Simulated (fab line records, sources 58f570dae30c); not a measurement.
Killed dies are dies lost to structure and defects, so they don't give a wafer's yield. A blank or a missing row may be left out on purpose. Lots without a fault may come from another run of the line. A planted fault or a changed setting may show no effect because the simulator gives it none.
One fault seen from 2 desks | flow berkeley_cmos170 | each desk has only its own numbers; what lay behind them comes last

THE METROLOGY DESK
What the gauges read, lot by lot, whatever tool the lot ran on: means of the sampled wafers that have a number. A lot is out of limits, marked OUT, if its mean lies more than 4 standard deviations from the usual mean; the brackets give that distance.
Columns: A = PFIELD_TW at UCB170_PFIELD_TW_MEAS_09, usual 599; B = NSD_OVL at UCB170_NSD_OVL_MEAS_07, usual -3 nm; C = NSD_TW at UCB170_NSD_TW_MEAS_10, usual 4196; D = NSD_RS at UCB170_SDANNEAL_RS_MEAS_03, usual 37.28 ohm/sq
lot  | first seen here | A   | B  | C               | D
L412 | day 4 14:28     | 592 | -1 | 4171            | 37.10
L413 | day 4 14:44     | 594 | -2 | 4235            | 37.28
L411 | day 4 14:52     | 609 | 1  | 4252            | 37.20
L414 | day 5 09:11     | 587 | -3 | 4161            | 37.38
L415 | day 5 19:47     | 590 | -5 | 4260            | 37.31
L417 | day 5 21:54     | 590 | -6 | 4156            | 37.32
L419 | day 6 07:13     | 605 | -5 | 4179            | 37.27
L420 | day 6 16:06     | 596 | 2  | 3921 (-7.9) OUT | 51.08 (+99 or more) OUT
L423 | day 6 22:22     | 590 | -4 | 4216            | 37.31
L421 | day 6 23:34     | 586 | -1 | 4148            | 37.34
L424 | day 6 23:41     | 606 | -3 | 3958 (-6.8) OUT | 51.02 (+99 or more) OUT
L427 | day 7 23:27     | 597 | -3 | 4220            | 37.28
L429 | day 7 23:49     | 610 | -2 | 4209            | 37.11
L430 | day 8 11:49     | 599 | 3  | 4209            | 37.18
This desk's finding: out of limits on L420, L424; first on L424, day 9 03:04 (NSD_TW at UCB170_NSD_TW_MEAS_10). In limits: L412, L413, L411, L414, L415, L417, L419, L423, L421, L427, L429, L430.

THE TOOL OWNER'S DESK: implanter-01
The tool's own readings at UCB170_NSD_IMPLANT_08: means of the sampled wafers that have a number, for each lot that ran on this tool. A lot is out of limits, marked OUT, if its mean lies more than 4 standard deviations from the usual mean; the brackets give that distance.
Columns: A = dose_ions_cm2 at UCB170_NSD_IMPLANT_08, usual 2.9998e+15; B = end_station_pressure_torr at UCB170_NSD_IMPLANT_08, usual 1.25e-05 Torr; C = faraday_current_uA at UCB170_NSD_IMPLANT_08, usual 9279
lot  | first seen here | A                            | B                   | C
L417 | day 8 06:21     | 2.9989e+15                   | 1.27e-05            | 9103
L415 | day 8 06:44     | 2.9976e+15                   | 1.24e-05            | 9124
L419 | day 8 15:26     | 2.9991e+15                   | 1.29e-05            | 9241
L424 | day 9 02:49     | 1.7776e+15 (-99 or more) OUT | 9.33e-06 (-4.7) OUT | 5614 (-20) OUT
L420 | day 9 03:37     | 1.7730e+15 (-99 or more) OUT | 9.30e-06 (-4.7) OUT | 5541 (-21) OUT
This desk's finding: out of limits on L420, L424; first on L424, day 9 02:49 (dose_ions_cm2 at UCB170_NSD_IMPLANT_08). In limits: L417, L415, L419.

PUT TOGETHER
The tool owner's desk could have raised an alarm at day 9 02:49, on L420, L424.
The metrology desk could have raised an alarm at day 9 03:04, on L420, L424.
Of the lots named, all ran UCB170_NSD_IMPLANT_08 on implanter-01.

WHAT THE SIMULATOR HAD PUT IN
Process parameter drift: implanter-01, from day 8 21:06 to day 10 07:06, at UCB170_NSD_IMPLANT_08. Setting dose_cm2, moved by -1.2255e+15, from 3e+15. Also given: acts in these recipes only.
Lots struck among those shown: L420, L424.
Hours from the fault's start to each desk's first reading out of limits: the tool owner's desk, 6; the metrology desk, 6.
